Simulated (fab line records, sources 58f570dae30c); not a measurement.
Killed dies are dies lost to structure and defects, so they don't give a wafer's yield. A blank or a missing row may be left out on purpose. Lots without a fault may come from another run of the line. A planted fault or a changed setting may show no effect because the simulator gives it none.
A struck lot beside a sound one | flow berkeley_cmos170 | 15 steps out of a route of 331
Sound: wafers L376.1, L376.3, L376.5. Struck: wafers L379.1, L379.3, L379.4. The cause comes at the end.
At each step with rows: each side's tool, then ch and its chambers, then its first start. Under that, the readings that differ: sound wafers | struck wafers | difference of the means | sigmas: that difference in standard deviations of wafers without a fault.
alike: readings whose means differ by less than 2 such deviations, and words and numbers that are the same on both sides. not compared: withheld readings, readings that some wafer has no value for, bounds like >300 that may hide the same value, and numbers for which the record gives no deviation and whose values overlap.
The two part at a step that has a row with sigmas, a row that says differs or no value, or rows on one side only. Numbers that don't overlap but have no deviation are shown without sigmas and don't part them. A reading that every wafer of one side lacks parts them only if that side has two wafers or more.

UCB170_SDANNEAL_RS_MEAS_05: measures by four-point-probe.
  sound on film_metro-02, day 11 22:17; struck on film_metro-04, day 12 13:34
  alike: NLDD_RS
then, 1 step without rows for these wafers: UCB170_SILICIDE_PRE_CLEAN_00 (preclean etch time 60 s).
UCB170_SILICIDE_SPUTTER_01: material Ti, target thk 30 nm, time 25 s.
  sound on pvd_sputter-04, day 11 22:29; struck on pvd_sputter-01, day 12 13:45
  alike: throttle_valve_pct
UCB170_SILICIDE_RS_MEAS_02: measures by four-point-probe.
  sound on film_metro-02, day 11 22:31; struck on film_metro-02, day 12 13:47
  alike: SILICIDE_TI_RS
UCB170_SILICIDE_THK_MEAS_03: measures by xrf.
  sound on film_metro-02, day 11 22:38; struck on film_metro-02, day 12 13:54
  alike: SILICIDE_TI_THK
UCB170_SILICIDE_RTA_04: time 15 s.
  sound on rtp_anneal-02 ch 0, day 11 22:41; struck on rtp_anneal-01 ch 0, day 12 13:58
  reading            | sound       | struck         | difference | sigmas
  lamp_power_pct (%) | 9.1 9.1 9.1 | 11.4 11.4 11.4 | +2.3       | +2
  alike: wafer_temp_C_max
then, 3 steps without rows for these wafers: UCB170_SILICIDE_WET_ETCH_05 (etches Ti in SPM, time 45 s); UCB170_CONTACT_CLEAN_00 (cleans in SPM, time 600 s); UCB170_CONTACT_CVD_01 (deposits PSG from SiH4/O2/PH3, target thk 700 nm, time 2820 s).
UCB170_CONTACT_THK_MEAS_02:
  sound on film_metro-02, day 12 01:38; struck on film_metro-01, day 12 17:16
  alike: CONTACT_PSG_THK
then, 2 steps without rows for these wafers: UCB170_CONTACT_HMDS_03 (prime time 60 s); UCB170_CONTACT_COAT_04 (resist thk 900 nm).
UCB170_CONTACT_SOFTBAKE_05: time 60 s.
  sound on litho_track-01 ch 0, day 12 01:59; struck on litho_track-03 ch 0, day 12 17:41
  reading          | sound             | struck            | difference | sigmas
  run_length_s (s) | 89.04 89.03 89.07 | 93.85 93.94 93.90 | +4.85      | +40
UCB170_CONTACT_STRIP_06: strips in O2.
  sound on plasma_asher-02 ch 0,1, day 12 02:08; struck on plasma_asher-04 ch 0,1, day 12 17:50
  alike: drypump_motor_current_A, oes_product_au, strip_time_to_endpoint_s
  not compared: rf_hours_counter_h
then, 1 step without rows for these wafers: UCB170_M3_PROBE_99.

WHERE THEY PART
First at UCB170_SILICIDE_RTA_04; last, within this record, at UCB170_CONTACT_SOFTBAKE_05. Later steps at which nothing parts them and some readings are alike: UCB170_CONTACT_STRIP_06.

WHY: what the simulator had put in
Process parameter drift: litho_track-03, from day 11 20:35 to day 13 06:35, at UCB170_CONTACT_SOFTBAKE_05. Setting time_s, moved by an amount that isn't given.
